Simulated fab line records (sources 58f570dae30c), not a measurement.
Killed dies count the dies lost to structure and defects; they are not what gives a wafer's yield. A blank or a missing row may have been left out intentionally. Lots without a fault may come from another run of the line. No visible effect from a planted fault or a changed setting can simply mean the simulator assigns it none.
Problem report in the 8D (eight disciplines) form, filled by code	flow berkeley cmos170	the parts of the form that need people (team, actions taken, sign-off) are left out

## 1. PROBLEM STATEMENT
Wafers without a fault read 89.18 s, standard deviation 0.14; run length s at UCB170_V1_SOFTBAKE_08 reads a mean of 83.21 s on 6 wafers belonging to 2 lots. That is -43 standard deviations from the usual mean.
The step: time 60 s.
Seen first at day 8 01:20 on litho track-03, wafer L508.1. The record holds 42 wafers of 14 lots with a number at this step. Rule for "out", or "out of limits": more than 4 standard deviations from the usual mean. All remaining wafers that have a number are taken as sound.

## 2. WHAT IT IS, AND WHAT IT ISN'T
question	is	is not
which readings at this step	run length s, heater power total W	exhaust pa
which lots	L508, L512	L504, L505, L510, L515, L516, L518, L519, L521, L522, L523, L525, L526
which wafers of those lots	all that have a number	-
read on which tools	litho track-03	litho track-01, litho track-02
when	from day 8 01:20	up to then (6 sound wafers); but 30 sound wafers of L510, L515, L516, L518, L519, L521, L522, L523, L525, L526 came after

## 3. THE SUSPECTS, EACH WITH WHAT RULES IT OUT
Counting: a tool stays on the suspect list if, at a process step up to the reading, it processed all lots that are out and no sound lot following the first of them.
- litho track-03 at UCB170_V1_SOFTBAKE_08 (time 60 s): ruled out as a lasting fault. Sound lots L526 ran on it after its first lot that is out, L508 (day 8 01:20).
Left after counting: nothing in the record.

## 4. THE CAUSE (what the simulator had put in)
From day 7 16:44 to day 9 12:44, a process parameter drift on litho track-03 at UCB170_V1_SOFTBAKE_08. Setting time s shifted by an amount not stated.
Counting ruled it out, wrongly.

## 5. THE EFFECT CHAIN, in route order
Each row: a reading where the mean over the struck wafers with a number is more than 3 standard deviations away from the usual. Scope: only readings with a usual standard deviation given in the record; hours: median across lots of the time from each lot's start at the first step in this table that gives one to its start at this step; sigmas: change in usual standard deviations.
hours	step	reading	usual	on struck wafers	change	sigmas
0	UCB170_V1_SOFTBAKE_08	heater power total W	56.80 W	58.51	+1.71	+40
0	UCB170_V1_SOFTBAKE_08	run length s	89.18 s	83.21	-5.97	-43
Its process steps:
- UCB170_V1_SOFTBAKE_08: time 60 s.

## 6. WHAT WOULD HAVE CAUGHT IT SOONER
In this record the first reading out of limits was taken at day 8 01:20, 9 hours after the fault began at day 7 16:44.
